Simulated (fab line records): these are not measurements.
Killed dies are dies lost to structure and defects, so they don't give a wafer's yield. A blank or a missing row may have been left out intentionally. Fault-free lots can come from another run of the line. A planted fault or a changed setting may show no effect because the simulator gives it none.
Struck lot and sound lot, side by side / flow rit_cmos / 10 out of 202 route steps
Sound: the wafers L896.1, L896.2, L896.5. The struck wafers were L891.2, L891.4, L891.5. The cause comes at the end.
Per side, at each step with rows, come the tool, then ch with its chambers, and then its first start. Under that, the readings that differ: sound wafers / struck wafers / difference of the means / sigmas: that difference in standard deviations of wafers without a fault.
alike: readings with means less than 2 such deviations apart, plus words and numbers identical on both sides. not compared: withheld readings, readings lacking a value on some wafer, bounds such as >300 that could conceal the same value, and numbers that have no deviation in the record and whose values overlap.
The two part at a step that has a row with sigmas, a row that says differs or no value, or rows on one side only. Numbers that have no deviation but don't overlap get no sigmas and don't part them. A reading that every wafer of one side lacks parts them only if that side has two wafers or more.

RIT_ACTIVE_BOW_MEAS_00:
  sound: film_metro-03 at day 4 03:00; struck: film_metro-02 at day 3 02:01
  alike: INCOMING_BOW
then, 1 step without rows for these wafers: RIT_ACTIVE_OXIDATION_01 (target thk 46.8 nm, ox time 3360 s).
RIT_ACTIVE_THK_MEAS_02:
  sound: film_metro-03 at day 4 06:40; struck: film_metro-04 at day 3 04:34
  alike: ACTIVE_OXIDE_THK
then, 1 step without rows for these wafers: RIT_ACTIVE_CVD_03 (deposits Si3N4 from SiH2Cl2/NH3, target thk 150 nm, time 1500 s).
RIT_ACTIVE_THK_MEAS_04:
  sound: film_metro-03 at day 4 08:08; struck: film_metro-03 at day 3 06:05
  alike: ACTIVE_NITRIDE_THK
then, 3 steps without rows for these wafers: RIT_ACTIVE_HMDS_05 (prime time 60 s); RIT_ACTIVE_COAT_06 (resist thk 1000 nm); RIT_ACTIVE_SOFTBAKE_07 (time 60 s).
RIT_ACTIVE_EXPOSE_08: exposes mask M1, target cd 1400 nm.
  sound on iline_stepper-02 ch 0, day 4 08:46; struck on iline_stepper-01, day 3 06:44
  no value came back on the struck wafers for exposure_dose_mJ_cm2, focus_offset_nm (nm), stage_vel_mm_s (mm/s); on the sound wafers exposure_dose_mJ_cm2 reads 224.99 225.05 224.91
  alike: mask
after that, 1 step had no rows for these wafers: RIT_ACTIVE_PEB_09.

== WHERE THEY PART ==
RIT_ACTIVE_EXPOSE_08 only, going by this record.

WHY: the cause the simulator had injected
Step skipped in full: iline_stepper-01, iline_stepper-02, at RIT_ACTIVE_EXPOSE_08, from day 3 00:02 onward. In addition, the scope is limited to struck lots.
